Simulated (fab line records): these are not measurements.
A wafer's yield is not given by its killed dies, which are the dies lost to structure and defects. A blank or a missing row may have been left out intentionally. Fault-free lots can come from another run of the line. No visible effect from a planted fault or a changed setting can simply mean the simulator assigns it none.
Which tool did it? | flow berkeleyCmos170 | 7 lots (21 wafers sampled), 1 step of a 331-step route

## WHAT THE GAUGES READ, wafer by wafer
UCB170_NWELL_THK_MEAS_02.
lot  | measured    | on           | NWELL_OXIDE_THK (nm)
L870 | day 2 05:01 | filmMetro-03 | 26.2 26.4 26.6
L872 | day 2 17:44 | filmMetro-01 | 26.1 26.0 25.8
L877 | day 3 13:51 | filmMetro-03 | 26.2 26.5 26.4
L885 | day 5 11:31 | filmMetro-01 | 25.9 25.6 25.9
L886 | day 5 12:53 | filmMetro-01 | 27.4 26.9 26.5
L890 | day 6 08:37 | filmMetro-03 | 25.3 25.7 25.6
L892 | day 6 21:14 | filmMetro-04 | 26.2 25.9 26.3

## WHAT TOOL EACH LOT RAN ON (gives the tool, then ch and the chambers of the sampled wafers, and finally the start)
There is no process step in the record ahead of these readings.

## THE ANSWER, worked out from the rows above alone
Rule: the usual values come from the lots themselves. The widest of any qualifying gaps counts: lots, ordered by their means at a reading, are off when they make up no more than a third of the lots, leave a main group of 4 or more, and stand apart from it by 3 or more times the standard deviation of that group's means. Not used: any main group whose means are identical at the precision the tables above print for the reading. Also off: a lot with no number at a reading for which 4 or more lots have one. Where the step has rows for the other lots, those lots are counted as sound.
None of the lots is off at any reading shown; this tells nothing.

## WHAT THE SIMULATOR PUT IN
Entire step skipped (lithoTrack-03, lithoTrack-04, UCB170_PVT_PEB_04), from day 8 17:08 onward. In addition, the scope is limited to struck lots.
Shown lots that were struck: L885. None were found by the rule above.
